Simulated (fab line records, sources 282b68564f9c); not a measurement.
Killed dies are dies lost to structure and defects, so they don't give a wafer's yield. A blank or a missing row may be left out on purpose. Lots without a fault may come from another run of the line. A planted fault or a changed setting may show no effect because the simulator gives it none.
Which tool did it? | flow rit_cmos | 13 lots, 39 wafers sampled, at 3 steps of a route of 202

WHAT THE GAUGES READ, wafer by wafer
RIT_M1_CD_MEAS_09: target cd 2600 nm. Usual: cd_nm 2600.0 nm, standard deviation 2.1.
lot  | measured    | on        | cd_nm (nm)           | flag
L374 | day 3 22:34 | cd_sem-02 | 2600.9 2602.0 2600.1 |
L375 | day 4 05:49 | cd_sem-02 | 2601.8 2603.3 2601.9 |
L376 | day 4 09:19 | cd_sem-02 | 2597.5 2598.3 2597.0 |
L377 | day 4 13:11 | cd_sem-02 | 2602.9 2601.6 2604.6 |
L378 | day 4 16:08 | cd_sem-02 | 2750.7 2749.7 2748.8 | OFF
L379 | day 4 20:05 | cd_sem-01 | 2600.2 2599.6 2602.3 |
L380 | day 5 04:57 | cd_sem-02 | 2599.5 2598.7 2600.3 |
L382 | day 5 21:22 | cd_sem-02 | 2600.0 2599.1 2599.8 |
L386 | day 6 17:46 | cd_sem-01 | 2599.6 2600.6 2603.0 |
L390 | day 7 12:20 | cd_sem-02 | 2602.2 2599.7 2600.9 |
L392 | day 7 16:37 | cd_sem-01 | 2602.6 2601.1 2600.3 |
L393 | day 7 23:46 | cd_sem-01 | 2598.8 2597.4 2597.4 |
L394 | day 8 05:08 | cd_sem-02 | 2602.0 2600.6 2601.0 |

RIT_M1_CD_MEAS_90: target cd 2600 nm. Usual: cd_nm 2601.8 nm, standard deviation 2.4.
lot  | measured    | on        | cd_nm (nm)           | flag
L374 | day 3 23:31 | cd_sem-01 | 2604.1 2603.6 2603.4 |
L375 | day 4 06:44 | cd_sem-02 | 2601.9 2605.4 2604.1 |
L376 | day 4 10:14 | cd_sem-02 | 2599.9 2598.6 2596.7 |
L377 | day 4 14:23 | cd_sem-01 | 2602.6 2602.3 2603.8 |
L378 | day 4 17:04 | cd_sem-01 | 2751.7 2751.5 2748.5 | OFF
L379 | day 4 21:10 | cd_sem-01 | 2601.9 2601.1 2604.9 |
L380 | day 5 05:52 | cd_sem-02 | 2601.8 2599.4 2603.0 |
L382 | day 5 22:17 | cd_sem-02 | 2602.6 2601.8 2600.7 |
L386 | day 6 18:58 | cd_sem-02 | 2602.4 2603.3 2605.5 |
L390 | day 7 13:16 | cd_sem-02 | 2603.4 2601.7 2602.3 |
L392 | day 7 17:33 | cd_sem-02 | 2603.3 2602.7 2601.2 |
L393 | day 8 00:43 | cd_sem-02 | 2603.0 2597.6 2601.2 |
L394 | day 8 06:07 | cd_sem-02 | 2602.7 2600.0 2603.2 |

WHICH TOOL RAN EACH LOT (tool, then ch and the chambers of the sampled wafers, then the start)
lot  | RIT_M1_EXPOSE_06
L374 | iline_stepper-02 ch 0, day 3 21:55
L375 | iline_stepper-02 ch 0, day 4 05:23
L376 | iline_stepper-02 ch 0, day 4 08:53
L377 | iline_stepper-02 ch 0, day 4 12:46
L378 | iline_stepper-02 ch 0, day 4 15:43
L379 | iline_stepper-02 ch 0, day 4 19:38
L380 | iline_stepper-01 ch 0, day 5 04:31
L382 | iline_stepper-01 ch 0, day 5 20:56
L386 | iline_stepper-01 ch 0, day 6 17:17
L390 | iline_stepper-02 ch 0, day 7 11:55
L392 | iline_stepper-02 ch 0, day 7 16:04
L393 | iline_stepper-01 ch 0, day 7 23:20
L394 | iline_stepper-01 ch 0, day 8 04:37
- RIT_M1_EXPOSE_06: exposes mask M12, target cd 2600 nm.

WHAT THE TOOLS THEMSELVES READ (means of the sampled wafers that have a number; where no wafer has one, the mark that the record gives instead)
RIT_M1_EXPOSE_06. Usual: exposure_dose_mJ_cm2 249.93, standard deviation 0.24.
lot  | tool             | exposure_dose_mJ_cm2 | flag
L374 | iline_stepper-02 | 249.95               |
L375 | iline_stepper-02 | 249.84               |
L376 | iline_stepper-02 | 250.04               |
L377 | iline_stepper-02 | 250.05               |
L378 | iline_stepper-02 | 249.97               |
L379 | iline_stepper-02 | 249.93               |
L380 | iline_stepper-01 | 250.09               |
L382 | iline_stepper-01 | 250.01               |
L386 | iline_stepper-01 | 249.72               |
L390 | iline_stepper-02 | 250.11               |
L392 | iline_stepper-02 | 249.99               |
L393 | iline_stepper-01 | 249.78               |
L394 | iline_stepper-01 | 249.91               |

THE ANSWER, worked out from the rows above alone
Rule: a lot is off if the mean of its wafers that have a number lies more than 3 standard deviations from the usual mean. A lot without any number at a reading at which 4 lots or more have one is off too. The other lots that the step has rows for count as sound. The gauges are gone through in route order, then the tools' own readings, and for those a lot's mean is taken as printed above. The first step at which some lot is off is used, and at that step the reading that is off furthest; a lot without a number counts as furthest.
Off: L378, at RIT_M1_CD_MEAS_09 (cd_nm).
A tool fits if, at a process step before that reading, it ran every lot that is off, and no sound lot after the first of them. The gauges at RIT_M1_CD_MEAS_09 aren't tried: what is off there is off at RIT_M1_CD_MEAS_90 too, on other tools, and a gauge's error can't cause that. None of those tried fits.

WHAT THE SIMULATOR HAD PUT IN
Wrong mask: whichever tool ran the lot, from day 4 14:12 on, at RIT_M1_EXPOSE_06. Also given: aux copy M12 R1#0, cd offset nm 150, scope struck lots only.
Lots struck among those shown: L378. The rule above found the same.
